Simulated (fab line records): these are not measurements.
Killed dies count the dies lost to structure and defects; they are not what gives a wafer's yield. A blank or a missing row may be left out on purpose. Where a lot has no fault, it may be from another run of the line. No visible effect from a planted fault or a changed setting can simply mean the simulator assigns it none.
fab line records -- flow rit-cmos
record lots=6, wafers=18, last-day=7
route steps=202 shown GATE@92 REOX@98 NLDD@103 M1@202
lots that met no fault: taken from a fault-free run of the same line
start-h: hours from the record's first day to the start of the lot's first wafer shown -- wait-h: how many hours have passed since the lot's step before this one -- " as in the row above -- L1.1+2: a row that stands for several wafers -- - value missing, or start not given -- * or withheld: withheld -- < > ~ a bound
route shown NAME@n: NAME is a module with steps in the file, n the number in the route of the first one -- usual: the fault-free wafers' mean and standard deviation -- same: alike in all rows -- chamber/n: place in a boat -- sites: readings site by site -- _std_site: the standard deviation of these -- _edge_site: the outer-site mean with the inner-site mean subtracted -- radius-mm: how far each site lies from the wafer's centre -- mask NAME#n: copy n -- behind: tool/chamber where the wafer was last shaped -- hold: what put the lot on hold/how long, in hours/how the hold closed -- device: names the non-switching transistor (n, p or np) -- end of line: the same wafers' tests at the end of the route -- step lacking rows: just its recipe -- killed: dies lost to structure and defects at the first sort, not the wafer's yield -- map: shows each die of a wafer: x if killed, . if not, _ if none is there
set.NAME: the run value of the setting; set.NAME@STEP: its run value at that earlier step -- model.NAME: the simulator's own value behind a step, which no gauge read
lots at some steps of the route; a table a step, a row a wafer
services: a tool's chamber out of use, with start hour (start-h, from the record's first day; less than 0 if before it), hours out, and reason
## steps
# step RIT_GATE_CD_MEAS_16
# recipe target-cd-nm=150
# usual cd-nm=150.1/2.2
lot.wafer,tool,chamber,start-h,wait-h,cd-nm
L738.1,cd-sem-01,-,48.91,-,153.4
L738.3,cd-sem-01,-,48.91,-,154.7
L738.5,cd-sem-01,-,48.91,-,152.6
L740.3,cd-sem-01,-,58.86,-,150.6
L740.4,cd-sem-01,-,58.86,-,151.6
L740.5,cd-sem-01,-,58.86,-,151.2
L742.4,cd-sem-02,-,71.77,-,150.4
L742.5,cd-sem-02,-,71.77,-,149.4
L742.6,cd-sem-02,-,71.77,-,153.2
L744.1,cd-sem-01,-,80.37,-,149.1
L744.2,cd-sem-01,-,80.37,-,148.0
L744.6,cd-sem-01,-,80.37,-,148.3
L756.1,cd-sem-01,-,141.34,-,146.9
L756.2,cd-sem-01,-,141.34,-,148.4
L756.3,cd-sem-01,-,141.34,-,147.3
L758.1,cd-sem-02,-,152.80,-,148.5
L758.2,cd-sem-02,-,152.80,-,151.1
L758.4,cd-sem-02,-,152.80,-,151.5
# step RIT_GATE_OVL_MEAS_17
# usual GATE_OVL=0.9/1.2
lot.wafer,tool,chamber,start-h,wait-h,GATE_OVL[nm]
L738.1,overlay-02,-,49.03,0.1,1.2
L738.3,overlay-02,-,49.03,0.1,2.1
L738.5,overlay-02,-,49.03,0.1,1.4
L740.3,overlay-02,-,58.95,0.1,-0.9
L740.4,overlay-02,-,58.95,0.1,0.9
L740.5,overlay-02,-,58.95,0.1,1.5
L742.4,overlay-02,-,71.85,0.1,-1.0
L742.5,overlay-02,-,71.85,0.1,1.1
L742.6,overlay-02,-,71.85,0.1,-0.5
L744.1,overlay-01,-,80.49,0.1,0.4
L744.2,overlay-01,-,80.49,0.1,-1.0
L744.6,overlay-01,-,80.49,0.1,-0.3
L756.1,overlay-01,-,141.46,0.1,0.9
L756.2,overlay-01,-,141.46,0.1,0.0
L756.3,overlay-01,-,141.46,0.1,0.3
L758.1,overlay-02,-,152.92,0.1,0.4
L758.2,overlay-02,-,152.92,0.1,0.6
L758.4,overlay-02,-,152.92,0.1,0.0
# step RIT_GATE_HARDBAKE_18
# recipe resist=NOVOLAK, temp-c=140, time-s=60
# step RIT_GATE_ETCH_19
# recipe chemistry=SF6/CHF3/O2, time-s=165, SF6_flow_sccm=30, CHF3_flow_sccm=30, O2_flow_sccm=5, target=poly-Si, pressure-mtorr=40, rf-w=160, target-depth-a=3125, over-etch-frac=0.25, stop-on=SiO2
# usual drypump-motor-current-A=6.03/0.19, oes-product-au=0.851/0.017, rf-fwd-power-W=159.4/0.49, throttle-valve-pct=10.25/0.17
lot.wafer,tool,chamber,start-h,wait-h,drypump-motor-current-A,oes-product-au,rf-fwd-power-W,rf-hours-counter-h,throttle-valve-pct
L738.1,rie-si-02,3,49.21,0.1,6.23,0.827,159.1,157,10.41
L738.3,rie-si-02,1,49.21,0.1,6.25,0.814,160.3,51,10.34
L738.5,rie-si-02,3,49.21,0.1,6.25,0.818,159.0,-,10.42
L740.3,rie-si-02,0,59.13,0.1,5.78,0.852,159.6,140,10.56
L740.4,rie-si-02,2,59.13,0.1,5.97,0.849,159.3,127,10.12
L740.5,rie-si-02,0,59.13,0.1,5.78,0.850,159.7,-,10.54
L742.4,rie-si-02,0,72.01,0.1,5.78,0.854,159.5,140,10.55
L742.5,rie-si-02,1,72.01,0.1,6.23,0.828,160.4,-,10.35
L742.6,rie-si-02,2,72.01,0.1,5.96,0.868,160.1,-,10.13
L744.1,rie-si-02,2,80.68,0.1,6.01,0.884,160.1,127,10.11
L744.2,rie-si-02,1,80.68,0.1,6.21,0.836,159.2,52,10.32
L744.6,rie-si-02,2,80.68,0.1,5.98,0.876,160.2,-,10.13
L756.1,rie-si-01,1,141.65,0.1,6.12,0.857,160.0,0,10.26
L756.2,rie-si-01,2,141.65,0.1,5.71,0.847,159.6,93,10.14
L756.3,rie-si-01,0,141.65,0.1,5.94,0.857,159.8,61,10.00
L758.1,rie-si-01,2,153.11,0.1,5.74,0.844,159.3,93,10.14
L758.2,rie-si-01,0,153.11,0.1,5.94,0.861,159.4,61,9.99
L758.4,rie-si-01,1,153.11,0.1,6.16,0.858,159.3,0,10.27
# step RIT_GATE_STRIP_20
# recipe chemistry=O2, time-s=180, resist=NOVOLAK, platen-temp-c=withheld, power-w=500, pressure-mtorr=4000, o2-flow-sccm=4000
# usual drypump-motor-current-A=5.64/0.19
lot.wafer,tool,chamber,start-h,wait-h,drypump-motor-current-A,rf-hours-counter-h
L738.1,plasma-asher-03,1,49.32,0.1,5.65,40
L738.3,plasma-asher-03,1,49.32,0.1,5.65,-
L738.5,plasma-asher-03,0,49.32,0.1,5.91,-
L740.3,plasma-asher-01,1,59.29,0.1,5.66,-
L740.4,plasma-asher-01,0,59.29,0.1,5.72,-
L740.5,plasma-asher-01,0,59.29,0.1,5.72,-
L742.4,plasma-asher-04,1,72.18,0.1,5.24,-
L742.5,plasma-asher-04,1,72.18,0.1,5.25,-
L742.6,plasma-asher-04,0,72.18,0.1,5.63,-
L744.1,plasma-asher-03,0,80.79,0.1,5.92,43
L744.2,plasma-asher-03,1,80.79,0.1,5.63,43
L744.6,plasma-asher-03,0,80.79,0.1,5.92,-
L756.1,plasma-asher-04,0,141.75,0.1,5.65,49
L756.2,plasma-asher-04,1,141.75,0.1,5.27,49
L756.3,plasma-asher-04,0,141.75,0.1,5.65,-
L758.1,plasma-asher-04,0,153.21,0.1,5.63,51
L758.2,plasma-asher-04,1,153.21,0.1,5.26,51
L758.4,plasma-asher-04,0,153.21,0.1,5.63,-
# step RIT_GATE_CD_MEAS_90
# recipe target-cd-nm=150
# usual cd-nm=150.1/2.2
lot.wafer,tool,chamber,start-h,wait-h,cd-nm
L738.1,cd-sem-02,-,49.50,0.1,153.6
L738.3,cd-sem-02,-,49.50,0.1,154.6
L738.5,cd-sem-02,-,49.50,0.1,153.1
L740.3,cd-sem-02,-,59.45,0.1,151.1
L740.4,cd-sem-02,-,59.45,0.1,151.9
L740.5,cd-sem-02,-,59.45,0.1,151.2
L742.4,cd-sem-02,-,72.36,0.1,150.3
L742.5,cd-sem-02,-,72.36,0.1,148.8
L742.6,cd-sem-02,-,72.36,0.1,152.9
L744.1,cd-sem-01,-,80.96,0.1,149.2
L744.2,cd-sem-01,-,80.96,0.1,148.7
L744.6,cd-sem-01,-,80.96,0.1,148.4
L756.1,cd-sem-02,-,141.93,0.1,147.2
L756.2,cd-sem-02,-,141.93,0.1,148.2
L756.3,cd-sem-02,-,141.93,0.1,147.1
L758.1,cd-sem-02,-,153.39,0.1,148.5
L758.2,cd-sem-02,-,153.39,0.1,151.4
L758.4,cd-sem-02,-,153.39,0.1,151.7
# step RIT_REOX_CLEAN_00
# recipe chemistry=SC1, mix=3:3:50, time-s=600, temp-c=75
# step RIT_REOX_CLEAN_01
# recipe chemistry=dHF, dilution=50:1, time-s=30.56
# step RIT_REOX_CLEAN_02
# recipe chemistry=SC2, mix=3:3:50, time-s=600, temp-c=75, dry=n2-spin
# step RIT_REOX_OXIDATION_03
# recipe temp-c=900, ambient=O2, target-thk-a=252, ox-time-s=5580
# step RIT_REOX_THK_MEAS_04
# recipe reads=SiO2_of_REOX_OXIDATION_03
# usual REOX_OXIDE_THK=25.1/0.53
lot.wafer,tool,chamber,start-h,wait-h,REOX_OXIDE_THK[nm]
L738.1,film-metro-02,-,53.07,0.0,26.2
L738.3,film-metro-02,-,53.07,0.0,26.3
L738.5,film-metro-02,-,53.07,0.0,25.7
L740.3,film-metro-01,-,62.88,0.0,26.1
L740.4,film-metro-01,-,62.88,0.0,25.6
L740.5,film-metro-01,-,62.88,0.0,25.9
L742.4,film-metro-01,-,75.40,0.0,25.5
L742.5,film-metro-01,-,75.40,0.0,25.4
L742.6,film-metro-01,-,75.40,0.0,25.7
L744.1,film-metro-01,-,85.42,0.0,25.7
L744.2,film-metro-01,-,85.42,0.0,25.5
L744.6,film-metro-01,-,85.42,0.0,25.5
L756.1,film-metro-01,-,145.04,0.0,24.2
L756.2,film-metro-01,-,145.04,0.0,24.3
L756.3,film-metro-01,-,145.04,0.0,24.1
L758.1,film-metro-02,-,156.43,0.0,24.8
L758.2,film-metro-02,-,156.43,0.0,25.5
L758.4,film-metro-02,-,156.43,0.0,24.9
# step RIT_NLDD_HMDS_00
# recipe prime-time-s=60, prime-temp-c=140
# step RIT_NLDD_COAT_01
# recipe resist=NOVOLAK, spin-rpm=3250, resist-thk-nm=1000
# usual chill-plate-temp-C=23.01/0.097, exhaust-pa=45.0/0.89, spin-speed-rpm=3249.5/2.1
lot.wafer,tool,chamber,start-h,wait-h,chill-plate-temp-C,exhaust-pa,spin-speed-rpm,model.NOVOLAK_of_NLDD_COAT_01.thk-nm
L738.1,litho-track-03,0,53.32,0.1,22.98,43.6,3252.0,998
L738.3,litho-track-03,0,53.32,0.1,23.21,44.6,3247.1,995.2
L738.5,litho-track-03,0,53.32,0.1,23.00,44.2,3251.0,999.7
L740.3,litho-track-04,0,63.12,0.1,23.13,46.3,3249.8,999
L740.4,litho-track-04,0,63.12,0.1,23.08,45.5,3248.4,999
L740.5,litho-track-04,0,63.12,0.1,22.99,45.3,3248.8,1001
L742.4,litho-track-04,0,75.65,0.1,23.12,44.2,3252.8,1001
L742.5,litho-track-04,0,75.65,0.1,23.07,45.1,3249.2,998.4
L742.6,litho-track-04,0,75.65,0.1,23.00,44.5,3250.1,997.9
L744.1,litho-track-02,0,85.63,0.1,22.97,45.1,3248.6,1002
L744.2,litho-track-02,0,85.63,0.1,23.04,46.0,3251.8,1003
L744.6,litho-track-02,0,85.63,0.1,22.96,44.9,3249.7,1002
L756.1,litho-track-03,0,145.25,0.1,23.02,46.1,2157.0,1228
L756.2,litho-track-03,0,145.25,0.1,22.86,44.0,2159.9,1230
L756.3,litho-track-03,0,145.25,0.1,23.07,46.0,2159.4,1227
L758.1,litho-track-03,0,156.64,0.1,23.01,46.9,2158.5,1224
L758.2,litho-track-03,0,156.64,0.1,22.81,46.5,2159.8,1227
L758.4,litho-track-03,0,156.64,0.1,22.95,46.6,2158.4,1224
# step RIT_NLDD_SOFTBAKE_02
# recipe resist=NOVOLAK, temp-c=90, time-s=60
# step RIT_NLDD_EXPOSE_03
# recipe mask-id=M7, na=0.57, target-cd-nm=40700, dose-mj=250
# step RIT_NLDD_PEB_04
# recipe resist=NOVOLAK, temp-c=withheld, time-s=withheld
# step RIT_NLDD_DEVELOP_05
# recipe resist=NOVOLAK, develop-time-s=50, dev-temp-c=23
# step RIT_NLDD_OVL_MEAS_06
# usual NLDD_OVL=-1.2/1.2
lot.wafer,tool,chamber,start-h,wait-h,NLDD_OVL[nm]
L738.1,overlay-02,-,54.33,-,1.0
L738.3,overlay-02,-,54.33,-,0.8
L738.5,overlay-02,-,54.33,-,-1.3
L740.3,overlay-01,-,63.78,-,-3.1
L740.4,overlay-01,-,63.78,-,-2.6
L740.5,overlay-01,-,63.78,-,-3.2
L742.4,overlay-01,-,76.29,-,-2.9
L742.5,overlay-01,-,76.29,-,-0.6
L742.6,overlay-01,-,76.29,-,-0.7
L744.1,overlay-02,-,86.33,-,-1.5
L744.2,overlay-02,-,86.33,-,-0.8
L744.6,overlay-02,-,86.33,-,-0.6
L756.1,overlay-01,-,146.08,-,-1.5
L756.2,overlay-01,-,146.08,-,0.0
L756.3,overlay-01,-,146.08,-,-1.1
L758.1,overlay-02,-,157.46,-,-0.7
L758.2,overlay-02,-,157.46,-,-1.6
L758.4,overlay-02,-,157.46,-,-0.7
# step RIT_NLDD_HARDBAKE_07
# recipe resist=NOVOLAK, temp-c=140, time-s=60
# usual chill-plate-temp-C=23.00/0.11, exhaust-pa=45.1/0.86, heater-power-total-W=62.55/0.046
lot.wafer,tool,chamber,start-h,wait-h,chill-plate-temp-C,exhaust-pa,heater-power-total-W,model.NOVOLAK_of_NLDD_COAT_01.thk-nm
L738.1,litho-track-04,0,54.37,0.0,22.97,45.5,62.48,882.1
L738.3,litho-track-04,0,54.37,0.0,22.92,44.6,62.53,879.5
L738.5,litho-track-04,0,54.37,0.0,22.78,44.4,62.58,883.5
L740.3,litho-track-02,0,63.86,0.1,23.11,45.5,62.57,882.8
L740.4,litho-track-02,0,63.86,0.1,23.27,45.7,62.62,882.8
L740.5,litho-track-02,0,63.86,0.1,23.23,45.8,62.58,884.3
L742.4,litho-track-04,0,76.39,0.1,23.20,46.0,62.49,884.9
L742.5,litho-track-04,0,76.39,0.1,22.99,45.8,62.56,882.4
L742.6,litho-track-04,0,76.39,0.1,23.07,46.6,62.59,881.9
L744.1,litho-track-02,0,86.48,0.1,23.06,45.8,62.57,885.4
L744.2,litho-track-02,0,86.48,0.1,23.01,44.5,62.53,886.1
L744.6,litho-track-02,0,86.48,0.1,22.97,45.7,62.58,885.6
L756.1,litho-track-02,0,146.11,0.0,23.16,44.5,62.57,1083
L756.2,litho-track-02,0,146.11,0.0,23.04,43.7,62.61,1085
L756.3,litho-track-02,0,146.11,0.0,23.05,44.9,62.54,1082
L758.1,litho-track-03,0,157.50,0.0,22.94,44.2,62.56,1080
L758.2,litho-track-03,0,157.50,0.0,23.01,45.6,62.55,1082
L758.4,litho-track-03,0,157.50,0.0,22.85,46.0,62.49,1080
# step RIT_NLDD_IMPLANT_08
# recipe species=P, energy-kev=20, dose-cm2=5e+14, tilt-deg=7.245
# step RIT_M1_PROBE_99
# usual killed-at-front-end=6.9/2.9, killed-dies=7.0/2.9, killed-open=3.4/2.1, killed-short=3.5/1.8
# same gross-dies=264, killed_at_M0_to_M3=0, killed_at_M4_up=0, killed-at-back-side=0, killed-at-contacts=0, killed-at-other=0
lot.wafer,tool,chamber,start-h,wait-h,killed-at-front-end,killed-dies,killed-open,killed-short
L740.3,prober-01,-,79.80,0.2,6,6,3,3
L740.4,prober-01,-,79.85,0.2,10,10,4,6
L740.5,prober-01,-,79.90,0.2,5,5,0,5
L742.4,prober-01,-,92.20,0.2,11,11,5,6
L742.5,prober-01,-,92.25,0.2,8,8,6,2
L742.6,prober-01,-,92.30,0.2,8,8,2,6
L756.1,prober-01,-,162.78,0.1,10,10,6,4
L756.2,prober-01,-,162.83,0.1,3,3,3,0
L756.3,prober-01,-,162.88,0.2,7,7,3,4
# killed by level:class
L740.3 REOX:geometric-particle:open=3 FOX1:geometric-particle:short=2 GATE:geometric-particle:short=1
L740.4 GATE:geometric-particle:open=3 GATE:geometric-particle:short=2 FOX2:geometric-particle:open=1 FOX2:geometric-particle:short=1 REOX:geometric-particle:short=1 SPACER:geometric-particle:short=1 SILICIDE:geometric-particle:short=1
L740.5 FOX2:geometric-particle:short=2 GATE:geometric-particle:short=1 REOX:geometric-particle:short=1 SILICIDE:geometric-particle:short=1
L742.4 SPACER:geometric-particle:short=4 FOX1:geometric-particle:open=3 GATE:geometric-particle:open=2 FOX1:geometric-particle:short=1 SILICIDE:geometric-particle:short=1
L742.5 GATE:geometric-particle:open=3 SILICIDE:geometric-particle:open=2 FOX1:geometric-particle:short=1 FOX1:geometric-particle:open=1 GATE:geometric-particle:short=1
L742.6 FOX1:geometric-particle:short=3 GATE:geometric-particle:open=2 REOX:geometric-particle:short=2 GATE:geometric-particle:short=1
L756.1 REOX:geometric-particle:short=3 REOX:geometric-particle:open=2 SPACER:geometric-particle:open=2 FOX1:geometric-particle:open=1 FOX2:geometric-particle:open=1 SILICIDE:geometric-particle:short=1
L756.2 FOX2:geometric-particle:open=1 GATE:geometric-particle:open=1 SPACER:geometric-particle:open=1
L756.3 SILICIDE:geometric-particle:short=2 FOX2:geometric-particle:open=1 FOX2:geometric-particle:short=1 REOX:geometric-particle:short=1 REOX:geometric-particle:open=1 SILICIDE:geometric-particle:open=1
## services
tool,chamber,start-h,hours,kind
plasma-asher-04,-,37.92,1.1,repair
rie-si-01,0,45.38,2.4,repair
rie-si-01,1,55.49,-,clean
rie-si-01,1,55.49,21.2,scheduled-down
rie-si-01,1,55.49,21.2,vent-cycle
rie-si-02,3,77.50,-,clean
rie-si-02,3,77.50,18.2,scheduled-down
rie-si-02,3,77.50,18.2,vent-cycle
rie-si-02,1,91.66,2.4,repair
plasma-asher-01,-,108.75,9.0,pm
plasma-asher-01,0,108.75,9.0,vent-cycle
plasma-asher-01,1,108.75,9.0,vent-cycle
plasma-asher-01,0,117.75,-,clean
plasma-asher-01,1,117.75,-,clean
rie-si-01,-,119.35,14.6,pm
rie-si-02,1,135.92,5.5,repair
plasma-asher-04,-,143.32,2.8,pm
rie-si-02,0,152.87,-,clean
rie-si-02,0,152.87,22.0,scheduled-down
rie-si-02,0,152.87,22.0,vent-cycle
## key
first-sign step=RIT_NLDD_COAT_01, reading=spin-speed-rpm, direction=down, sigmas=99+, usual=3249.5, struck=2158.8
effect none on later readings
model-effect step=RIT_NLDD_COAT_01, value=NOVOLAK_of_NLDD_COAT_01.thk-nm, without=1000, struck=1227
model-effect step=RIT_NLDD_HARDBAKE_07, value=NOVOLAK_of_NLDD_COAT_01.thk-nm, without=883.9, struck=1082
met-at RIT_NLDD_COAT_01
struck-wafers L756.1,L756.2,L756.3,L758.1,L758.2,L758.4
tester-left-out L756,L758
onset-between 53.32 145.25
fault kind=process-parameter-drift, tool=litho-track-03, chamber=-, onset-h=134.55, steps=RIT_NLDD_COAT_01, channel=spin-rpm, offset=-1089.7, shape=step, end-h=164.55, acts-in=these-recipes-only, stated=3250
# tester-left-out: of these lots the tester's yield and bins aren't shown, on N5 and GAA mostly nor the transistor test; their killed dies are dies lost to structure and defects alone, not to doping, threshold or leakage, so they don't give the yield
